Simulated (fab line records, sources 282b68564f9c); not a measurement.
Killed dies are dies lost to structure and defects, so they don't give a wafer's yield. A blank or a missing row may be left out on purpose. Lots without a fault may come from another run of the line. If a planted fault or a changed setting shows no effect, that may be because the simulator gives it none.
Problem report, 8D (eight disciplines) form, completed by code | flow rit-cmos | the parts of the form that need people (team, actions taken, sign-off) are left out

## 1. THE ISSUE
On 3 wafers of 1 lot, temp-c at RIT_CONTACT_CLEAN_13 has a mean of 69.63 C; fault-free wafers read 74.99 C, standard deviation 0.11. That puts it -49 standard deviations away from the usual mean.
The step: cleans in SC1, time 571.1 s.
First observed at day 7 02:35: wafer L282.3, on wet-bench-03. The record holds 39 wafers of 13 lots with a number at this step. By rule, "out" or "out of limits" means more than 4 standard deviations away from the usual mean. All remaining wafers that have a number are taken as sound.

## 2. WHAT THIS IS AND IS NOT
question                    | is                        | is not
which readings at this step | temp-c, bath-guard-temp-C | -
which lots                  | L282                      | L265, L267, L269, L271, L272, L274, L275, L277, L284, L286, L287, L288
which wafers of those lots  | all that have a number    | -
read on which tools         | wet-bench-03              | wet-bench-01, wet-bench-04
when                        | from day 7 02:35          | up to then (24 sound wafers); but 12 sound wafers of L284, L286, L287, L288 came after

## 3. SUSPECTS, AND WHAT RULES EACH OUT
Counting: a tool stays on the suspect list if, at a process step up to the reading, it processed all lots that are out and no sound lot following the first of them.
- wet-bench-03 at RIT_CONTACT_CLEAN_13 (cleans in SC1, time 571.1 s): ruled out as a lasting fault. Sound lots L287 ran on it after its first lot that is out, L282 (day 7 02:35).
Left after counting: nothing in the record.

## 4. THE CAUSE (what the simulator had put in)
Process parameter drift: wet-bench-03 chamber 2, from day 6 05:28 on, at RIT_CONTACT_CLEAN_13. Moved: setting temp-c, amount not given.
Counting ruled it out, wrongly.

## 5. THE CHAIN OF EFFECTS, in route order
Each row: a reading where the mean over the struck wafers with a number is more than 3 standard deviations away from the usual. Readings are gone through only where the record gives a usual standard deviation; hours: the median, over the lots, of the time from a lot's start at the first step in this table giving one to that lot's start at this step; sigmas: the change measured in usual standard deviations.
hours | step                 | reading           | usual   | on struck wafers | change | sigmas
0     | RIT_CONTACT_CLEAN_13 | bath-guard-temp-C | 75.1 C  | 69.0             | -6.1   | -8.6
0     | RIT_CONTACT_CLEAN_13 | temp-c            | 74.99 C | 69.63            | -5.36  | -49
Process steps it contains:
- RIT_CONTACT_CLEAN_13: cleans in SC1, time 571.1 s.
At these later measuring or inspecting steps, every struck wafer for which the step has a row has a number for every such reading, and none has moved that far: RIT_M1_CD_MEAS_90.

## 6. WHAT WOULD HAVE CAUGHT IT SOONER
In this record the first reading out of limits was taken at day 7 02:35, 21 hours after the fault began at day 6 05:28.
